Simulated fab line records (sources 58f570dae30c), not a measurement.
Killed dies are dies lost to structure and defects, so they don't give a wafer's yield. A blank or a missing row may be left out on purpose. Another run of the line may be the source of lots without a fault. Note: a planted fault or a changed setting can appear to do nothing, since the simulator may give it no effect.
Which tool is to blame? | flow berkeley cmos170 | 15 lots, 45 wafers sampled, at 4 steps of a route of 331

## WHAT THE GAUGES SHOWED, per wafer
UCB170_M3_RS_MEAS_02: measures by four-point-probe. Usual: M3_AL_RS 0.0322 ohm/sq, standard deviation 0.0003.
lot  | measured     | on            | M3_AL_RS (ohm/sq)    | flag
L973 | day 8 11:50  | film metro-01 | 0.0324 0.0323 0.0328 |
L977 | day 8 23:18  | film metro-04 | 0.0319 0.0323 0.0320 |
L976 | day 8 23:07  | film metro-03 | 0.0327 0.0323 0.0320 |
L975 | day 8 23:30  | film metro-03 | 0.0324 0.0327 0.0325 |
L978 | day 9 00:24  | film metro-03 | 0.0327 0.0329 0.0327 |
L979 | day 9 08:32  | film metro-04 | 0.0316 0.0319 0.0320 |
L982 | day 9 17:01  | film metro-04 | 0.0322 0.0325 0.0322 |
L984 | day 10 07:20 | film metro-01 | 0.0322 0.0323 0.0320 |
L986 | day 10 23:34 | film metro-01 | 0.0321 0.0325 0.0321 |
L985 | day 10 23:53 | film metro-04 | 0.0322 0.0322 0.0320 |
L990 | day 11 20:58 | film metro-03 | 0.0324 0.0324 0.0323 |
L989 | day 11 21:44 | film metro-03 | 0.0321 0.0320 0.0320 |
L987 | day 11 21:56 | film metro-04 | 0.0321 0.0324 0.0322 |
L994 | day 12 15:56 | film metro-04 | 0.0318 0.0318 0.0318 |
L996 | day 13 03:44 | film metro-03 | 0.0317 0.0321 0.0318 |

UCB170_M3_OVL_MEAS_16. Usual: M3_OVL 4 nm, standard deviation 6.6.
lot  | measured     | on         | M3_OVL (nm) | flag
L973 | day 8 14:10  | overlay-01 | 8 6 4       |
L977 | day 9 01:26  | overlay-01 | 7 4 13      |
L976 | day 9 01:19  | overlay-01 | 3 4 13      |
L975 | day 9 02:07  | overlay-01 | 4 -1 3      |
L978 | day 9 02:23  | overlay-01 | 5 -1 -4     |
L979 | day 9 10:26  | overlay-02 | 6 1 10      |
L982 | day 9 19:37  | overlay-01 | 12 22 3     |
L984 | day 10 09:40 | overlay-01 | 8 15 10     |
L986 | day 11 02:04 | overlay-01 | 2 -1 -4     |
L985 | day 11 02:39 | overlay-02 | 0 -3 11     |
L990 | day 11 23:46 | overlay-01 | -7 -8 -4    |
L989 | day 12 01:46 | overlay-01 | 8 1 0       |
L987 | day 12 01:56 | overlay-02 | 13 16 15    |
L994 | day 12 18:02 | overlay-02 | 18 13 6     |
L996 | day 13 05:52 | overlay-02 | 15 15 8     |

## TOOL THAT RAN EACH LOT (tool first, then ch and the chambers of the sampled wafers, then the start)
lot  | UCB170_V2_CMP_02              | UCB170_M3_SOFTBAKE_06
L973 | cmp-01 ch 0,3, day 8 09:26    | litho track-04 ch 0, day 8 12:19
L977 | cmp-02 ch 1,2,3, day 8 20:50  | litho track-01 ch 0, day 8 23:52
L976 | cmp-01 ch 0,1,2, day 8 20:59  | litho track-03 ch 0, day 8 23:36
L975 | cmp-01 ch 0,2,3, day 8 21:12  | litho track-03 ch 0, day 8 23:59
L978 | cmp-01 ch 0,1,2, day 8 21:50  | litho track-03 ch 0, day 9 00:53
L979 | cmp-02 ch 0,1,2, day 9 05:53  | litho track-01 ch 0, day 9 09:01
L982 | cmp-02 ch 1,2,3, day 9 13:56  | litho track-01 ch 0, day 9 17:52
L984 | cmp-02 ch 1,2, day 10 04:59   | litho track-03 ch 0, day 10 08:01
L986 | cmp-02 ch 0,1,3, day 10 21:10 | litho track-03 ch 0, day 11 00:02
L985 | cmp-01 ch 0,1,2, day 10 21:31 | litho track-01 ch 0, day 11 00:22
L990 | cmp-01 ch 0,1,2, day 11 18:26 | litho track-03 ch 0, day 11 21:26
L989 | cmp-02 ch 0,3, day 11 19:02   | litho track-04 ch 0, day 11 22:40
L987 | cmp-01 ch 0,1, day 11 19:11   | litho track-03 ch 0, day 11 22:46
L994 | cmp-02 ch 0,3, day 12 13:33   | litho track-01 ch 0, day 12 16:26
L996 | cmp-02 ch 0,1, day 13 01:10   | litho track-04 ch 0, day 13 04:13
- UCB170_V2_CMP_02: polishes SiO2.
- UCB170_M3_SOFTBAKE_06: time 60 s.

## AS READ BY THE TOOLS THEMSELVES (means over the sampled wafers that have a number; for cases with no such wafer, the mark the record gives instead)
UCB170_V2_CMP_02. Usual: head pressure psi 6.002 psi, standard deviation 0.012; motor current A 16.5 A, standard deviation 1.4.
lot  | tool   | head pressure psi (psi) | motor current A (A) | flag
L973 | cmp-01 | 6.002                   | 16.8                |
L977 | cmp-02 | 5.999                   | 16.1                |
L976 | cmp-01 | 5.994                   | 16.9                |
L975 | cmp-01 | 5.998                   | 16.9                |
L978 | cmp-01 | 6.007                   | 16.8                |
L979 | cmp-02 | 6.008                   | 16.6                |
L982 | cmp-02 | 5.981                   | 15.7                |
L984 | cmp-02 | 6.012                   | 15.0                |
L986 | cmp-02 | 6.015                   | 17.6                |
L985 | cmp-01 | 5.992                   | 16.8                |
L990 | cmp-01 | 6.003                   | 17.0                |
L989 | cmp-02 | 6.004                   | 16.1                |
L987 | cmp-01 | 5.984                   | 16.8                |
L994 | cmp-02 | 6.007                   | 16.4                |
L996 | cmp-02 | 6.012                   | 17.6                |

UCB170_M3_SOFTBAKE_06. Usual: chill plate temp C 23.00 C, standard deviation 0.11; heater power total W 56.81 W, standard deviation 0.043; plate temp C 129.97 C, standard deviation 0.14.
lot  | tool           | chill plate temp C (C) | heater power total W (W) | plate temp C (C) | flag
L973 | litho track-04 | 22.94                  | 56.79                    | 130.06           |
L977 | litho track-01 | 23.03                  | 56.74                    | 129.90           |
L976 | litho track-03 | 22.85                  | 56.81                    | 129.90           |
L975 | litho track-03 | 22.86                  | 56.81                    | 129.90           |
L978 | litho track-03 | 23.03                  | 56.84                    | 130.15           |
L979 | litho track-01 | 23.09                  | 56.76                    | 130.06           |
L982 | litho track-01 | 23.00                  | 56.75                    | 129.80           |
L984 | litho track-03 | 23.05                  | 56.87                    | 129.96           |
L986 | litho track-03 | 23.11                  | 58.00                    | 132.13           | OFF
L985 | litho track-01 | 23.05                  | 56.82                    | 129.94           |
L990 | litho track-03 | 23.06                  | 57.94                    | 132.05           | OFF
L989 | litho track-04 | 22.94                  | 56.78                    | 130.04           |
L987 | litho track-03 | 23.06                  | 57.95                    | 131.90           | OFF
L994 | litho track-01 | 23.04                  | 56.76                    | 130.00           |
L996 | litho track-04 | 23.00                  | 56.82                    | 129.89           |

## THE ANSWER, worked out from the rows above alone
Rule: a lot is off if the mean of its wafers that have a number lies more than 3 standard deviations from the usual mean. Also off: a lot with no number at a reading for which 4 or more lots have one. All remaining lots with rows at the step are treated as sound. The gauges are gone through in route order, then the tools' own readings, and for those a lot's mean is taken as printed above. At the first step where some lot is off, the reading lying furthest off is the one used; lots without a number count as furthest.
Off: L986, L990, L987 (UCB170_M3_SOFTBAKE_06, heater power total W).
If a tool, at that step or one of the process steps before it, ran each lot that is off and ran no sound lot following the first of them, it fits. One fits: UCB170_M3_SOFTBAKE_06 on litho track-03. Its last sound lot is L984 (day 10 08:01), its first lot that is off L986 (day 11 00:02): a fault that began between those two fits.
The tool's own readings at UCB170_M3_SOFTBAKE_06 bear it out: on the lots that are off they differ by more than 5 times the standard deviation of the sound lots' means. heater power total W reads 57.96 W there against 56.80 W on the sound lots; plate temp C reads 132.03 C there against 129.97 C on the sound lots.

## WHAT THE SIMULATOR HAD INSERTED
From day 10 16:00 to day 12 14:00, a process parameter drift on litho track-03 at UCB170_M3_SOFTBAKE_06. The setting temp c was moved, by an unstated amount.
Lots struck among those shown: L986, L990, L987. The rule above reached the same finding.
